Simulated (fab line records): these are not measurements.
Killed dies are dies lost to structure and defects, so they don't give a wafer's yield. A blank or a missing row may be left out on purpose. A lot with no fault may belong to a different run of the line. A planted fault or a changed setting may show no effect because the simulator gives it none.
Split-lot study + flow berkeleyCmos170 + 23 wafers read across 5 lots, on a route 331 steps long

ON THE SPLIT
At UCB170_WELLDRIVE_OXIDATION_01 (target thk 199 nm, ox time 9000 s), the setting oxTimeS was moved away from the recipe's 9000 s on 15 of the 23 wafers read, by -11.4% to +14.9%. All remaining wafers had this setting at the recipe value.

Reading taken at the split's own step.

THE READING
SiO2_of_WELLDRIVE_OXIDATION_01.thkNm (the simulator's own value, which no gauge read), in nm, at UCB170_WELLDRIVE_OXIDATION_01 (target thk 199 nm, ox time 9000 s). There is no usual value for it anywhere in the file. The 8 wafers here that ran the recipe average 194.9 nm, standard deviation 1.8 nm.

| wafer  | tool, chamber at the split | oxTimeS as run, s | against the recipe | SiO2_of_WELLDRIVE_OXIDATION_01.thkNm, nm | against lot-mates on the recipe |
|--------|----------------------------|-------------------|--------------------|------------------------------------------|---------------------------------|
| L076.1 | -, -                       | 9000              | recipe             | 194.2                                    | -                               |
| L076.2 | -, -                       | 9000              | recipe             | 194.2                                    | -                               |
| L076.3 | -, -                       | 9000              | recipe             | 191.5                                    | -                               |
| L076.4 | -, -                       | 9000              | recipe             | 194.1                                    | -                               |
| L076.5 | -, -                       | 9000              | recipe             | 195                                      | -                               |
| L075.2 | -, -                       | 9441              | +4.9%              | 206.4                                    | no lot-mate on the recipe       |
| L075.3 | -, -                       | 9441              | +4.9%              | 208.9                                    | no lot-mate on the recipe       |
| L075.4 | -, -                       | 9441              | +4.9%              | 209.7                                    | no lot-mate on the recipe       |
| L075.5 | -, -                       | 9441              | +4.9%              | 203.1                                    | no lot-mate on the recipe       |
| L075.6 | -, -                       | 9441              | +4.9%              | 204.1                                    | no lot-mate on the recipe       |
| L079.1 | -, -                       | 10340             | +14.9%             | 215.4                                    | no lot-mate on the recipe       |
| L079.3 | -, -                       | 10340             | +14.9%             | 213.8                                    | no lot-mate on the recipe       |
| L079.4 | -, -                       | 10340             | +14.9%             | 216.6                                    | no lot-mate on the recipe       |
| L079.5 | -, -                       | 10340             | +14.9%             | 219.1                                    | no lot-mate on the recipe       |
| L079.6 | -, -                       | 10340             | +14.9%             | 216.3                                    | no lot-mate on the recipe       |
| L082.1 | -, -                       | 7978              | -11.4%             | 188.2                                    | no lot-mate on the recipe       |
| L082.3 | -, -                       | 7978              | -11.4%             | 192.5                                    | no lot-mate on the recipe       |
| L082.4 | -, -                       | 7978              | -11.4%             | 189.7                                    | no lot-mate on the recipe       |
| L082.5 | -, -                       | 7978              | -11.4%             | 189.3                                    | no lot-mate on the recipe       |
| L082.6 | -, -                       | 7978              | -11.4%             | 187.1                                    | no lot-mate on the recipe       |
| L084.2 | furnace-01, 0              | 9000              | recipe             | 197.5                                    | -                               |
| L084.5 | furnace-01, 0              | 9000              | recipe             | 196.6                                    | -                               |
| L084.6 | furnace-01, 0              | 9000              | recipe             | 196.5                                    | -                               |

FIT RESULTS
A straight line over all 23 wafers: SiO2_of_WELLDRIVE_OXIDATION_01.thkNm changes by +1.08 nm for each +1% of oxTimeS; r = +0.94; the points scatter about the line by 3.7 nm.
Too few moved wafers with a lot-mate on the recipe to fit a line net of each lot's own level.

FILE'S OWN FIT
SiO2_of_WELLDRIVE_OXIDATION_01.thkNm changes by +1.08 nm for each +1% of oxTimeS, r = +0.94.
